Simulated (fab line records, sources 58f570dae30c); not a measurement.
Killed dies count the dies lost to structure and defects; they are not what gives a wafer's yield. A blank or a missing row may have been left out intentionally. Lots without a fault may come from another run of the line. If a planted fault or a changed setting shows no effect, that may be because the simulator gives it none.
fab line records	flow berkeley-cmos170
record: lots: 15	wafers: 45	last-day: 13
route steps=331 shown NWELL@19 PVT@121 FIELD@126 PLDD@148
lots that met no fault: taken from a fault-free run of the same line
start-h: start of the lot's first displayed wafer, in hours after the record's first day	wait-h: time in hours since the lot's previous step	" identical to the entry in the row above	L1.1+2: several wafers, shown together as one row	- value missing, or start not given	* or withheld: withheld	< > ~ a bound
route shown NAME@n: NAME is a module with steps in the file, n the number in the route of the first one	usual: mean and standard deviation over wafers with no fault	same: alike in all rows	chamber/n: place in a boat	sites: readings site by site	_std_site: the values' standard deviation	_edge_site: the outer-site mean with the inner-site mean subtracted	radius-mm: for every site, how far away it sits from the centre of the wafer	mask NAME#n: copy n	behind: the tool/chamber that last shaped the wafer	hold: why the lot went on hold/how many hours it stayed there/how the hold came to an end	device: the transistor (n, p or np) that didn't switch	end of line: the tests these same wafers got at the end of their route	a step without rows: its recipe alone	killed: dies that structure and defects cost at the first sort, which is not the same as the wafer's yield	map: a wafer's dies, x killed, . not, _ none there
set.NAME: the run value of the setting; set.NAME@STEP: its run value at that earlier step	model.NAME: the simulator's own value behind a step, which no gauge read
the route's steps for a sample of lots (tables are steps, rows are wafers)
services: from which hour (start-h, from the record's first day; less than 0 if before it) a tool's chamber was out of use, for how many hours, and why
== steps ==
step: UCB170_NWELL_THK_MEAS_05
recipe: reads: Si3N4_of_NWELL_CVD_04
usual: NWELL_NITRIDE_THK: 222.7/2.1
lot.wafer	tool	chamber	start-h	wait-h	NWELL_NITRIDE_THK[nm]
L955.1	film-metro-03	-	40.40	0.0	221.3
L955.3	"	-	"	"	220.7
L955.5	"	-	"	"	223.4
L956.2	film-metro-03	-	48.98	0.0	224.9
L956.3	"	-	"	"	223.5
L956.6	"	-	"	"	222.2
L958.2	film-metro-02	-	56.58	0.0	222.1
L958.5	"	-	"	"	220.3
L958.6	"	-	"	"	220.6
L959.1	film-metro-01	-	62.67	0.0	222.4
L959.3	"	-	"	"	223.4
L959.6	"	-	"	"	223.1
L961.2	film-metro-02	-	73.06	0.0	225.1
L961.4	"	-	"	"	223.7
L961.5	"	-	"	"	225.2
L963.1	film-metro-01	-	77.21	0.0	221.4
L963.4	"	-	"	"	223.6
L963.5	"	-	"	"	222.1
L965.2	film-metro-01	-	85.19	0.1	221.9
L965.4	"	-	"	"	218.5
L965.5	"	-	"	"	221.3
L967.1	film-metro-01	-	91.23	0.0	217.2
L967.4	"	-	"	"	217.6
L967.6	"	-	"	"	219.4
L969.2	film-metro-01	-	101.26	0.0	223.2
L969.3	"	-	"	"	223.9
L969.4	"	-	"	"	223.8
L968.3	film-metro-02	-	101.27	0.0	224.0
L968.4	"	-	"	"	225.6
L968.5	"	-	"	"	224.7
L972.1	film-metro-03	-	121.01	0.0	220.9
L972.2	"	-	"	"	222.9
L972.3	"	-	"	"	220.2
L973.1	film-metro-02	-	127.78	0.0	224.4
L973.3	"	-	"	"	224.0
L973.5	"	-	"	"	223.2
L975.1	film-metro-01	-	141.96	0.0	222.1
L975.4	"	-	"	"	222.1
L975.6	"	-	"	"	221.1
L977.1	film-metro-02	-	152.32	0.0	224.9
L977.2	"	-	"	"	224.6
L977.4	"	-	"	"	225.1
L978.1	film-metro-01	-	152.32	0.0	226.9
L978.4	"	-	"	"	225.0
L978.6	"	-	"	"	224.1
step: UCB170_PVT_OVL_MEAS_06
usual: PVT_OVL: -1/5.2
lot.wafer	tool	chamber	start-h	wait-h	PVT_OVL[nm]
L956.2	overlay-01	-	148.48	-	0
L956.3	"	-	"	"	3
L956.6	"	-	"	"	-4
L955.1	overlay-02	-	148.82	-	-2
L955.3	"	-	"	"	-9
L955.5	"	-	"	"	-6
L958.2	overlay-01	-	158.80	-	-2
L958.5	"	-	"	"	4
L958.6	"	-	"	"	6
L959.1	overlay-01	-	183.06	-	-4
L959.3	"	-	"	"	-4
L959.6	"	-	"	"	-7
L963.1	overlay-01	-	183.46	-	-4
L963.4	"	-	"	"	-5
L963.5	"	-	"	"	-6
L961.2	overlay-01	-	183.99	-	-13
L961.4	"	-	"	"	-7
L961.5	"	-	"	"	-7
L965.2	overlay-01	-	201.49	-	5
L965.4	"	-	"	"	0
L965.5	"	-	"	"	3
L967.1	overlay-02	-	216.38	-	2
L967.4	"	-	"	"	-4
L967.6	"	-	"	"	-1
L968.3	overlay-02	-	216.93	-	-7
L968.4	"	-	"	"	-10
L968.5	"	-	"	"	-2
L969.2	overlay-01	-	217.22	-	6
L969.3	"	-	"	"	-4
L969.4	"	-	"	"	6
L972.1	overlay-01	-	235.67	-	-3
L972.2	"	-	"	"	0
L972.3	"	-	"	"	-2
L973.1	overlay-02	-	243.92	-	-1
L973.3	"	-	"	"	-4
L973.5	"	-	"	"	3
L975.1	overlay-02	-	244.19	-	-2
L975.4	"	-	"	"	6
L975.6	"	-	"	"	-8
L978.1	overlay-02	-	264.48	-	-3
L978.4	"	-	"	"	9
L978.6	"	-	"	"	2
L977.1	overlay-01	-	264.76	-	5
L977.2	"	-	"	"	5
L977.4	"	-	"	"	0
step: UCB170_FIELD_THK_MEAS_91
recipe: reads: SiO2_of_FIELD_OXIDATION_01
usual: FIELD_OXIDE_LEFT_2_THK: 348/14
lot.wafer	tool	chamber	start-h	wait-h	FIELD_OXIDE_LEFT_2_THK[nm]
L956.2	film-metro-03	-	148.89	0.0	363
L956.3	"	-	"	"	364
L956.6	"	-	"	"	363
L955.1	film-metro-04	-	149.23	0.0	381
L955.3	"	-	"	"	372
L955.5	"	-	"	"	380
L958.2	film-metro-04	-	159.22	0.0	362
L958.5	"	-	"	"	360
L958.6	"	-	"	"	364
L959.1	film-metro-04	-	183.47	0.0	339
L959.3	"	-	"	"	333
L959.6	"	-	"	"	340
L963.1	film-metro-03	-	183.87	0.0	341
L963.4	"	-	"	"	350
L963.5	"	-	"	"	345
L961.2	film-metro-02	-	184.40	0.0	338
L961.4	"	-	"	"	345
L961.5	"	-	"	"	329
L965.2	film-metro-02	-	201.99	0.0	356
L965.4	"	-	"	"	352
L965.5	"	-	"	"	355
L967.1	film-metro-02	-	216.79	0.0	341
L967.4	"	-	"	"	339
L967.6	"	-	"	"	336
L968.3	film-metro-04	-	217.49	0.0	335
L968.4	"	-	"	"	345
L968.5	"	-	"	"	337
L969.2	film-metro-02	-	217.63	0.0	339
L969.3	"	-	"	"	337
L969.4	"	-	"	"	337
L972.1	film-metro-04	-	236.22	0.0	355
L972.2	"	-	"	"	357
L972.3	"	-	"	"	356
L973.1	film-metro-03	-	244.39	0.0	333
L973.3	"	-	"	"	341
L973.5	"	-	"	"	338
L975.1	film-metro-03	-	244.60	0.0	337
L975.4	"	-	"	"	347
L975.6	"	-	"	"	347
L978.1	film-metro-04	-	264.89	0.0	346
L978.4	"	-	"	"	340
L978.6	"	-	"	"	341
L977.1	film-metro-04	-	265.17	0.0	357
L977.2	"	-	"	"	363
L977.4	"	-	"	"	364
step: UCB170_PLDD_EXPOSE_03
recipe: mask-id: PSELECT	na: 0.5	sigma-outer: 0.6	source-shape: conventional	target-cd-nm: 1200	dose-mj: 30
usual: exposure-dose-mJ-cm2: 29.90/0.079	focus-offset-nm: -0.1/0.6
lot.wafer	tool	chamber	start-h	wait-h	mask	exposure-dose-mJ-cm2	focus-offset-nm
L956.2	krf-scanner-01	0	171.13	0.2	PSELECT#0	29.89	-0.5
L956.3	"	0	"	"	PSELECT#0	29.88	0.8
L956.6	"	0	"	"	PSELECT#0	29.91	0.5
L955.1	krf-scanner-01	0	171.60	0.4	PSELECT#0	29.87	0.4
L955.3	"	0	"	"	PSELECT#0	29.86	-0.1
L955.5	"	0	"	"	PSELECT#0	29.84	-0.2
L958.2	krf-scanner-01	0	186.59	0.2	PSELECT#0	29.90	-0.5
L958.5	"	0	"	"	PSELECT#0	29.90	-0.7
L958.6	"	0	"	"	PSELECT#0	29.90	-0.4
L959.1	krf-scanner-02	0	206.95	0.2	PSELECT#0	29.89	-0.6
L959.3	"	0	"	"	PSELECT#0	29.91	0.3
L959.6	"	0	"	"	PSELECT#0	29.86	-0.3
L963.1	krf-scanner-01	0	207.75	0.2	PSELECT#0	29.86	-0.2
L963.4	"	0	"	"	PSELECT#0	29.89	-0.6
L963.5	"	0	"	"	PSELECT#0	29.87	-1.4
L961.2	krf-scanner-02	0	208.01	0.3	PSELECT#0	29.88	0.2
L961.4	"	0	"	"	PSELECT#0	29.89	-0.1
L961.5	"	0	"	"	PSELECT#0	29.89	-0.8
L965.2	krf-scanner-01	-	218.92	0.2	PSELECT#0	-	-
L965.4	"	-	"	"	PSELECT#0	-	-
L965.5	"	-	"	"	PSELECT#0	-	-
L968.3	krf-scanner-01	-	234.71	0.1	PSELECT#0	-	-
L968.4	"	-	"	"	PSELECT#0	-	-
L968.5	"	-	"	"	PSELECT#0	-	-
L969.2	krf-scanner-01	-	234.80	0.1	PSELECT#0	-	-
L969.3	"	-	"	"	PSELECT#0	-	-
L969.4	"	-	"	"	PSELECT#0	-	-
L967.1	krf-scanner-02	0	235.36	0.3	PSELECT#0	29.87	-0.7
L967.4	"	0	"	"	PSELECT#0	29.86	-0.1
L967.6	"	0	"	"	PSELECT#0	29.90	0.1
L972.1	krf-scanner-01	0	252.87	0.2	PSELECT#0	29.96	-0.8
L972.2	"	0	"	"	PSELECT#0	29.92	0.5
L972.3	"	0	"	"	PSELECT#0	29.88	0.1
L973.1	krf-scanner-02	0	264.38	0.3	PSELECT#0	30.27	0.7
L973.3	"	0	"	"	PSELECT#0	30.25	-0.3
L973.5	"	0	"	"	PSELECT#0	30.21	0.9
L975.1	krf-scanner-01	0	264.62	0.5	PSELECT#0	29.90	0.8
L975.4	"	0	"	"	PSELECT#0	29.87	0.4
L975.6	"	0	"	"	PSELECT#0	29.88	0.1
L978.1	krf-scanner-01	0	280.20	0.1	PSELECT#0	29.93	-0.3
L978.4	"	0	"	"	PSELECT#0	29.91	0.0
L978.6	"	0	"	"	PSELECT#0	29.86	-0.4
L977.1	krf-scanner-01	0	280.73	0.1	PSELECT#0	29.83	-1.2
L977.2	"	0	"	"	PSELECT#0	29.87	-0.2
L977.4	"	0	"	"	PSELECT#0	29.89	-0.3
== services ==
tool	chamber	start-h	hours	kind
krf-scanner-01	-	159.35	0.8	pm
krf-scanner-01	0	189.37	-	calibration
krf-scanner-01	-	192.26	1.3	repair
krf-scanner-02	-	197.38	1.3	pm
krf-scanner-02	-	230.38	0.1	repair
krf-scanner-01	-	233.61	0.3	repair
krf-scanner-02	-	261.75	-	calibration
== key ==
first-sign: step: UCB170_PLDD_EXPOSE_03	reading: tool-record	direction: missing
effect none on later readings
met-at UCB170_PLDD_EXPOSE_03
struck-lots L965,L968,L969
sort-left-out L965.2,L965.4,L965.5,L968.3,L968.4,L968.5,L969.2,L969.3,L969.4
tester-left-out L965,L968,L969
not-acting-at UCB170_NWELL_THK_MEAS_05,UCB170_PVT_OVL_MEAS_06,UCB170_FIELD_THK_MEAS_91
onset-between 207.75 218.92
fault: kind: skipped-step-whole	tool: krf-scanner-01	chamber: -	onset-h: 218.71	steps: UCB170_PLDD_EXPOSE_03	scope: struck-lots-only
tester-left-out: of these lots the tester's yield and bins aren't shown, on N5 and GAA mostly nor the transistor test; their killed dies are dies lost to structure and defects alone, not to doping, threshold or leakage, so they don't give the yield
sort-left-out: the simulated sort isn't trusted on such a fault, so these wafers' sort isn't shown, and their yield isn't known
